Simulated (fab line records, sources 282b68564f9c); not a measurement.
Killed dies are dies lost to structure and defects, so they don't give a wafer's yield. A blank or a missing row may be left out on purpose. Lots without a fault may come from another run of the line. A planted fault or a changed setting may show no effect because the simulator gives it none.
Which tool did it? | flow rit_cmos | 13 lots, 39 wafers sampled, at 2 steps of a route of 202

WHAT THE GAUGES READ, wafer by wafer
RIT_FOX1_THK_MEAS_01.
lot  | measured    | on            | FOX1_OXIDE_THK (nm)
L202 | day 1 17:34 | film_metro-02 | 348 357 348
L203 | day 1 21:56 | film_metro-01 | 351 349 356
L204 | day 2 02:57 | film_metro-04 | 356 363 357
L205 | day 2 08:30 | film_metro-04 | 340 335 344
L208 | day 2 22:51 | film_metro-02 | 354 351 352
L212 | day 3 23:23 | film_metro-01 | 302 306 308
L213 | day 4 00:41 | film_metro-01 | 344 343 344
L215 | day 4 15:23 | film_metro-04 | 356 359 353
L216 | day 4 15:23 | film_metro-01 | 344 342 345
L217 | day 4 23:51 | film_metro-02 | 352 354 347
L219 | day 5 08:36 | film_metro-02 | 346 342 342
L223 | day 6 04:31 | film_metro-01 | 349 352 353
L225 | day 6 12:17 | film_metro-02 | 350 352 350

WHICH TOOL RAN EACH LOT (tool, then ch and the chambers of the sampled wafers, then the start)
lot  | RIT_FOX1_OXIDATION_00
L202 | furnace-01 ch 0, day 1 16:16
L203 | furnace-04 ch 0, day 1 20:38
L204 | furnace-01 ch 0, day 2 01:38
L205 | furnace-04 ch 0, day 2 07:11
L208 | furnace-01 ch 0, day 2 21:30
L212 | furnace-04 ch 0, day 3 22:04
L213 | furnace-02 ch 0, day 3 23:21
L215 | furnace-01 ch 0, day 4 14:04
L216 | furnace-01 ch 0, day 4 14:04
L217 | furnace-01 ch 0, day 4 22:31
L219 | furnace-01 ch 0, day 5 07:17
L223 | furnace-02 ch 0, day 6 03:11
L225 | furnace-02 ch 0, day 6 10:58
- RIT_FOX1_OXIDATION_00: target thk 350.7 nm, ox time 1130 s.

WHAT THE TOOLS THEMSELVES READ (means of the sampled wafers that have a number; where no wafer has one, the mark that the record gives instead)
RIT_FOX1_OXIDATION_00.
lot  | tool       | zone_power_load_pct (%) | zone_power_source_pct (%)
L202 | furnace-01 | 43                      | 49
L203 | furnace-04 | 36                      | 47
L204 | furnace-01 | 42                      | 49
L205 | furnace-04 | 36                      | 46
L208 | furnace-01 | 42                      | 49
L212 | furnace-04 | 36                      | 46
L213 | furnace-02 | 43                      | 37
L215 | furnace-01 | 42                      | 49
L216 | furnace-01 | 43                      | 49
L217 | furnace-01 | 42                      | 49
L219 | furnace-01 | 42                      | 50
L223 | furnace-02 | 42                      | 37
L225 | furnace-02 | 43                      | 37

THE ANSWER, worked out from the rows above alone
Rule: what is usual is taken from the lots themselves. Put in order of their means at a reading, lots are off if they are a third of the lots or fewer, leave a main group of 4 or more, and stand apart from it by a gap of 3 or more times the standard deviation of the main group's means; of several such gaps the widest counts. A main group whose means are all the same, to the digits that the tables above print for the reading, isn't used. A lot without any number at a reading at which 4 lots or more have one is off too. The other lots that the step has rows for count as sound. The gauges are gone through in route order, then the tools' own readings, and for those a lot's mean is taken as printed above. The first step at which some lot is off is used, and at that step the reading that is off furthest; a lot without a number counts as furthest.
Off: L212, at RIT_FOX1_THK_MEAS_01 (FOX1_OXIDE_THK). The main group: mean 349 nm, standard deviation 5.4.
A tool fits if, at a process step before that reading, it ran every lot that is off, and no sound lot after the first of them. The gauges at RIT_FOX1_THK_MEAS_01 aren't tried: what is off there is off at RIT_FOX1_OXIDATION_00 too, on other tools, and a gauge's error can't cause that. One fits: furnace-04 at RIT_FOX1_OXIDATION_00. Its last sound lot is L205 (day 2 07:11), its first lot that is off L212 (day 3 22:04): a fault that began between those two fits.

WHAT THE SIMULATOR HAD PUT IN
Process parameter drift: furnace-04, from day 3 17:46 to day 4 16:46, at RIT_FOX1_OXIDATION_00. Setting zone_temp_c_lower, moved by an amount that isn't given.
Lots struck among those shown: L212. The rule above found the same.
